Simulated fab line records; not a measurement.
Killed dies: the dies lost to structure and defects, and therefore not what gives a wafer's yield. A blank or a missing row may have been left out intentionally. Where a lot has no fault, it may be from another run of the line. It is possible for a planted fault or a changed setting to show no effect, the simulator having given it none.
A single fault, viewed from 2 desks	flow rit_cmos	every desk sees just its own numbers, and what lay behind them comes last

AT THE METROLOGY DESK
Lot by lot, what the gauges showed, no matter which tool ran the lot: averages of those sampled wafers that carry a number. If a lot's mean is further than 4 standard deviations from the usual mean, the lot is out of limits and carries the mark OUT (the distance appears in the brackets).
Columns: A = M1_AL_RS at RIT_M1_RS_MEAS_01, usual 0.0735 ohm/sq; B = M1_AL_THK at RIT_M1_THK_MEAS_02, usual 399 nm; C = cd_nm at RIT_M1_CD_MEAS_09, usual 2601.0 nm; D = M1_OVL at RIT_M1_OVL_MEAS_10, usual 0.2 nm
lot	first seen here	A	B	C	D
L802	day 3 22:23	0.0729	404	2600.3	0.8
L810	day 5 14:41	0.0748	399	2601.1	1.9
L814	day 6 07:52	0.0732	397	2602.6	0.1
L816	day 6 18:22	0.0735	399	2600.1	-0.1
L818	day 7 05:39	0.0742	399	2602.2	-1.1
L820	day 7 17:01	0.0731	400	2601.3	-0.7
L822	day 8 06:31	0.0734	399	2594.6	0.1
Finding of this desk: none of the 7 lots has anything out of limits.

THE TOOL OWNER'S DESK: rie_metal-02
The tool's own readings at RIT_M1_METAL_ETCH_12 (etches Al in Cl2/BCl3, stops on SiO2, time 165 s, target depth 600 nm): means of the sampled wafers that have a number, for each lot that ran on this tool. If a lot's mean is further than 4 standard deviations from the usual mean, the lot is out of limits and carries the mark OUT (the distance appears in the brackets).
Columns: A = chamber_pressure_mTorr at RIT_M1_METAL_ETCH_12, usual 100.00 mTorr; B = drypump_motor_current_A at RIT_M1_METAL_ETCH_12, usual 5.9 A; C = oes_product_au at RIT_M1_METAL_ETCH_12, usual 0.774 a.u.; D = throttle_valve_pct at RIT_M1_METAL_ETCH_12, usual 8.24 %
lot	first seen here	A	B	C	D
L802	day 3 23:50	100.03	5.6	0.779	8.31
L814	day 6 09:28	93.32 (-74) OUT	5.9	0.781	8.23
L816	day 6 20:00	86.66 (-99 or more) OUT	5.6	0.774	8.30
L818	day 7 07:05	86.62 (-99 or more) OUT	5.6	0.773	8.31
Finding of this desk: L814, L816, L818 out of limits; the first was L814 at day 6 09:28, on chamber_pressure_mTorr at RIT_M1_METAL_ETCH_12. L802 stayed within limits.

ALL TOGETHER
At day 6 09:28, on L814, L816, L818, the tool owner's desk was in a position to raise an alarm.
The metrology desk saw nothing out of limits.
The metrology desk holds a record of L814, L816, L818, inside its limits.
On rie_metal-02, each named lot ran RIT_M1_METAL_ETCH_12.

WHAT THE SIMULATOR PUT IN
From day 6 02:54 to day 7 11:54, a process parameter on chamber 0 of rie_metal-02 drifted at RIT_M1_METAL_ETCH_12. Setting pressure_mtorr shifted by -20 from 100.
Struck lots among those shown: L814, L816, L818.
Delay in hours, fault start to first out-of-limits reading, by desk: the tool owner's desk at 7.
